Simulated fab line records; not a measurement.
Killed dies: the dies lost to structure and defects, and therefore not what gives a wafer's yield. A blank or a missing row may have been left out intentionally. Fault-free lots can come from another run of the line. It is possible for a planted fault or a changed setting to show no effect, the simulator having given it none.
What tool caused it? / flow ritCmos / 14 lots with 42 wafers sampled at 3 steps, on a route of 202 steps

## WHAT EACH GAUGE READ, for each wafer
RIT_SILICIDE_RS_MEAS_02: measurement is done with a four-point probe. Usual: SILICIDE_TI_RS 47.9 ohm/sq, standard deviation 0.65.
lot=L118; measured=day 3 11:44; on=filmMetro-01; SILICIDE_TI_RS (ohm/sq)=47.0 47.3 47.8; flag=
lot=L119; measured=day 3 17:41; on=filmMetro-01; SILICIDE_TI_RS (ohm/sq)=48.2 48.6 47.9; flag=
lot=L121; measured=day 4 07:04; on=filmMetro-01; SILICIDE_TI_RS (ohm/sq)=47.0 47.1 46.9; flag=
lot=L122; measured=day 4 07:50; on=filmMetro-01; SILICIDE_TI_RS (ohm/sq)=47.9 47.7 47.3; flag=
lot=L123; measured=day 4 09:46; on=filmMetro-02; SILICIDE_TI_RS (ohm/sq)=47.8 47.3 47.9; flag=
lot=L124; measured=day 4 13:32; on=filmMetro-03; SILICIDE_TI_RS (ohm/sq)=48.0 49.1 48.6; flag=
lot=L125; measured=day 4 20:11; on=filmMetro-01; SILICIDE_TI_RS (ohm/sq)=47.4 47.7 47.3; flag=
lot=L126; measured=day 5 04:29; on=filmMetro-01; SILICIDE_TI_RS (ohm/sq)=47.3 47.0 48.2; flag=
lot=L128; measured=day 5 09:59; on=filmMetro-02; SILICIDE_TI_RS (ohm/sq)=48.8 48.7 48.5; flag=
lot=L129; measured=day 5 16:29; on=filmMetro-02; SILICIDE_TI_RS (ohm/sq)=47.9 48.7 48.0; flag=
lot=L130; measured=day 5 19:27; on=filmMetro-01; SILICIDE_TI_RS (ohm/sq)=47.0 48.2 46.8; flag=
lot=L136; measured=day 7 03:52; on=filmMetro-01; SILICIDE_TI_RS (ohm/sq)=47.5 46.9 46.9; flag=
lot=L138; measured=day 7 12:47; on=filmMetro-02; SILICIDE_TI_RS (ohm/sq)=37.4 48.4 48.0; flag=OFF
lot=L139; measured=day 7 18:26; on=filmMetro-03; SILICIDE_TI_RS (ohm/sq)=47.6 36.5 47.1; flag=OFF

RIT_SILICIDE_THK_MEAS_03: measures by xrf. Usual: SILICIDE_TI_THK 30.0 nm, standard deviation 0.37.
lot=L118; measured=day 3 11:49; on=filmMetro-01; SILICIDE_TI_THK (nm)=30.3 30.0 29.9; flag=
lot=L119; measured=day 3 17:48; on=filmMetro-01; SILICIDE_TI_THK (nm)=29.6 29.5 29.8; flag=
lot=L121; measured=day 4 07:11; on=filmMetro-01; SILICIDE_TI_THK (nm)=30.5 30.3 30.6; flag=
lot=L122; measured=day 4 07:56; on=filmMetro-01; SILICIDE_TI_THK (nm)=30.0 30.1 30.2; flag=
lot=L123; measured=day 4 09:52; on=filmMetro-02; SILICIDE_TI_THK (nm)=30.0 30.2 29.9; flag=
lot=L124; measured=day 4 13:39; on=filmMetro-03; SILICIDE_TI_THK (nm)=29.9 29.6 29.6; flag=
lot=L125; measured=day 4 20:17; on=filmMetro-01; SILICIDE_TI_THK (nm)=30.3 30.1 30.2; flag=
lot=L126; measured=day 5 04:35; on=filmMetro-01; SILICIDE_TI_THK (nm)=30.3 30.4 29.8; flag=
lot=L128; measured=day 5 10:06; on=filmMetro-02; SILICIDE_TI_THK (nm)=29.4 29.4 29.5; flag=
lot=L129; measured=day 5 16:37; on=filmMetro-02; SILICIDE_TI_THK (nm)=29.9 29.4 29.7; flag=
lot=L130; measured=day 5 19:34; on=filmMetro-01; SILICIDE_TI_THK (nm)=30.5 29.8 30.5; flag=
lot=L136; measured=day 7 03:58; on=filmMetro-01; SILICIDE_TI_THK (nm)=30.2 30.6 30.5; flag=
lot=L138; measured=day 7 12:54; on=filmMetro-02; SILICIDE_TI_THK (nm)=36.5 29.6 29.8; flag=OFF
lot=L139; measured=day 7 18:32; on=filmMetro-03; SILICIDE_TI_THK (nm)=30.2 37.3 30.4; flag=OFF

## EACH LOT AND THE TOOL THAT RAN IT (in order: tool; ch and the chambers of the sampled wafers; start)
lot=L118; RIT_SILICIDE_SPUTTER_01=pvdSputter-01, day 3 11:31
lot=L119; RIT_SILICIDE_SPUTTER_01=pvdSputter-03, day 3 17:31
lot=L121; RIT_SILICIDE_SPUTTER_01=pvdSputter-04, day 4 06:55
lot=L122; RIT_SILICIDE_SPUTTER_01=pvdSputter-01, day 4 07:39
lot=L123; RIT_SILICIDE_SPUTTER_01=pvdSputter-03, day 4 09:35
lot=L124; RIT_SILICIDE_SPUTTER_01=pvdSputter-04, day 4 13:23
lot=L125; RIT_SILICIDE_SPUTTER_01=pvdSputter-01, day 4 20:01
lot=L126; RIT_SILICIDE_SPUTTER_01=pvdSputter-04, day 5 04:19
lot=L128; RIT_SILICIDE_SPUTTER_01=pvdSputter-04, day 5 09:50
lot=L129; RIT_SILICIDE_SPUTTER_01=pvdSputter-03, day 5 16:20
lot=L130; RIT_SILICIDE_SPUTTER_01=pvdSputter-04, day 5 19:18
lot=L136; RIT_SILICIDE_SPUTTER_01=pvdSputter-04, day 7 03:41
lot=L138; RIT_SILICIDE_SPUTTER_01=pvdSputter-04, day 7 12:38
lot=L139; RIT_SILICIDE_SPUTTER_01=pvdSputter-04, day 7 18:16
- RIT_SILICIDE_SPUTTER_01: material Ti, target thk 30 nm, time 240 s.

## WHAT THE TOOLS THEMSELVES READ (means of the sampled wafers that have a number; where no wafer has one, the mark that the record gives instead)
RIT_SILICIDE_SPUTTER_01. Usual: throttleValvePct 29.9 %, standard deviation 1.4.
lot=L118; tool=pvdSputter-01; throttleValvePct (%)=29.2; flag=
lot=L119; tool=pvdSputter-03; throttleValvePct (%)=28.8; flag=
lot=L121; tool=pvdSputter-04; throttleValvePct (%)=30.4; flag=
lot=L122; tool=pvdSputter-01; throttleValvePct (%)=28.8; flag=
lot=L123; tool=pvdSputter-03; throttleValvePct (%)=29.6; flag=
lot=L124; tool=pvdSputter-04; throttleValvePct (%)=31.5; flag=
lot=L125; tool=pvdSputter-01; throttleValvePct (%)=28.7; flag=
lot=L126; tool=pvdSputter-04; throttleValvePct (%)=31.6; flag=
lot=L128; tool=pvdSputter-04; throttleValvePct (%)=30.3; flag=
lot=L129; tool=pvdSputter-03; throttleValvePct (%)=29.9; flag=
lot=L130; tool=pvdSputter-04; throttleValvePct (%)=29.8; flag=
lot=L136; tool=pvdSputter-04; throttleValvePct (%)=31.6; flag=
lot=L138; tool=pvdSputter-04; throttleValvePct (%)=30.6; flag=
lot=L139; tool=pvdSputter-04; throttleValvePct (%)=31.2; flag=

## THE ANSWER, worked out from the rows above alone
Rule: a lot is off if the mean of its wafers that have a number lies more than 3 standard deviations from the usual mean. A lot without any number at a reading at which 4 lots or more have one is off too. The other lots that the step has rows for count as sound. After the gauges, taken in route order, come the tools' own readings; for these a lot's mean is taken, as printed above. The first step at which some lot is off is used, and at that step the reading that is off furthest; a lot without a number counts as furthest.
Off: L138, L139, at RIT_SILICIDE_RS_MEAS_02 (SILICIDE_TI_RS).
If a tool, at a process step before that reading, ran all the lots that are off and no sound lot after the first of them, it fits. Those tools and the gauges at RIT_SILICIDE_RS_MEAS_02 are tried in the same way. One candidate fits, namely pvdSputter-04 at RIT_SILICIDE_SPUTTER_01. Its last sound lot is L136 (day 7 03:41), its first lot that is off L138 (day 7 12:38): a fault that began between those two fits.

## WHAT THE SIMULATOR HAD PUT IN
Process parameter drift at RIT_SILICIDE_SPUTTER_01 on pvdSputter-04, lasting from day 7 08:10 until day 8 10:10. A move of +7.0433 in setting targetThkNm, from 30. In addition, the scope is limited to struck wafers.
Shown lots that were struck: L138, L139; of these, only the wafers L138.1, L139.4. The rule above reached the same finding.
